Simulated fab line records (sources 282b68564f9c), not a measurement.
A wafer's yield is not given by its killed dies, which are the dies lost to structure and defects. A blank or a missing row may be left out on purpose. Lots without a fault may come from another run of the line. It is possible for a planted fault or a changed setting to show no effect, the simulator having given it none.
Split-lot experiment	flow rit cmos	on a route of 202 steps: 5 lots, 23 wafers read

THE SPLIT
At RIT_NWELL_COAT_01 (resist thk 1300 nm), the setting spin rpm was moved away from the recipe's 2000 rpm on 9 of the 23 wafers read, by -6.2% to +5.6%. The other wafers ran this setting at the recipe's value.

FROM THE SPLIT TO THE READING: what the file shows between them, 3 steps
- RIT_NWELL_SOFTBAKE_02: time 60 s
- RIT_NWELL_EXPOSE_03: exposes mask M2, target cd 43900 nm
- RIT_NWELL_DEVELOP_05: develop time 68 s

THE READING
NOVOLAK_of_NWELL_COAT_01.thk nm (the simulator's own value, which no gauge read), in nm, at RIT_NWELL_HARDBAKE_07 (time 120 s). The file does not state a usual value for it. Across the 14 wafers here that went through the recipe, the average is 1138 nm and the standard deviation 4.3 nm.

wafer	tool, chamber at the split	spin rpm as run, rpm	against the recipe	NOVOLAK_of_NWELL_COAT_01.thk nm, nm	against lot-mates on the recipe
L074.1	litho track-01, 0	2000	recipe	1131	-
L074.2	litho track-01, 0	2086	+4.3%	1112	-20
L074.3	litho track-01, 0	2000	recipe	1134	-
L074.4	litho track-01, 0	2086	+4.3%	1111	-21
L074.6	litho track-01, 0	2000	recipe	1132	-
L077.1	litho track-04, 0	2000	recipe	1139	-
L077.2	litho track-04, 0	1875	-6.2%	1172	+36
L077.3	litho track-04, 0	1875	-6.2%	1174	+38
L077.4	litho track-04, 0	1875	-6.2%	1174	+38
L077.6	litho track-04, 0	2000	recipe	1134	-
L078.1	litho track-02, 0	2000	recipe	1138	-
L078.4	litho track-02, 0	2000	recipe	1138	-
L078.2	litho track-02, 0	2000	recipe	1137	-
L078.3	litho track-02, 0	2075	+3.8%	1119	-19
L078.5	litho track-02, 0	2075	+3.8%	1119	-19
L079.2	litho track-02, 0	2000	recipe	1143	-
L079.6	litho track-02, 0	2000	recipe	1143	-
L079.5	litho track-02, 0	2000	recipe	1145	-
L081.1	litho track-01, 0	2113	+5.6%	1109	-32
L081.2	litho track-01, 0	2000	recipe	1144	-
L081.3	litho track-01, 0	2000	recipe	1140	-
L081.5	litho track-01, 0	2000	recipe	1140	-
L081.4	litho track-01, 0	2113	+5.6%	1111	-30

FIT RESULTS
A straight line over all 23 wafers: NOVOLAK_of_NWELL_COAT_01.thk nm changes by -5.5 nm for each +1% of spin rpm; r = -0.98; the points scatter about the line by 3.8 nm.
The same after taking each lot's own level away (the mean of its wafers on the recipe; 23 wafers): -5.57 nm for each +1%; r = -1.00; scatter 1.8 nm.
That fit puts the effect of the largest move of spin rpm on the reading at 35 nm.
The lots' own levels span 1132.3 to 1143.7 nm, that is 2.6 times the standard deviation above.
The two slopes are in agreement: the lot-to-lot level therefore moves the slope only a little.
Check: +35.5 nm against its lot-mates is what the line predicts for one of the wafers moved furthest among these (-6.2%) when that wafer is left out of the fit. Against them it came out at +35.5 nm.

FURTHER SPLITS ON THESE WAFERS
Note: prior to the reading, these wafers also went through further splits. Each is held against what the fit with the lots' levels taken away leaves over:
other split on the same wafers	wafers away from the commonest value	r with NOVOLAK_of_NWELL_COAT_01.thk nm (lot level and that fit taken away)
RIT_ACTIVE_ETCH_13 rf w	6	-0.04
RIT_FOX2_OXIDATION_00 ox time s	15	+0.13

THE WHOLE CHAIN: every reading that the file lists as answering this split, in the file's order
step	what it does	reading	change (the file's fit)	r (the file's)
RIT_NWELL_COAT_01	resist thk 1300 nm	NOVOLAK_of_NWELL_COAT_01.thk nm (the simulator's own value, which no gauge read)	-6.4 nm for each +1% of the setting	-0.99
RIT_NWELL_HARDBAKE_07	time 120 s	NOVOLAK_of_NWELL_COAT_01.thk nm (the simulator's own value, which no gauge read)	-5.51 nm for each +1% of the setting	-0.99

FILE'S OWN FIT
NOVOLAK_of_NWELL_COAT_01.thk nm changes by -5.51 nm for each +1% of spin rpm, r = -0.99.
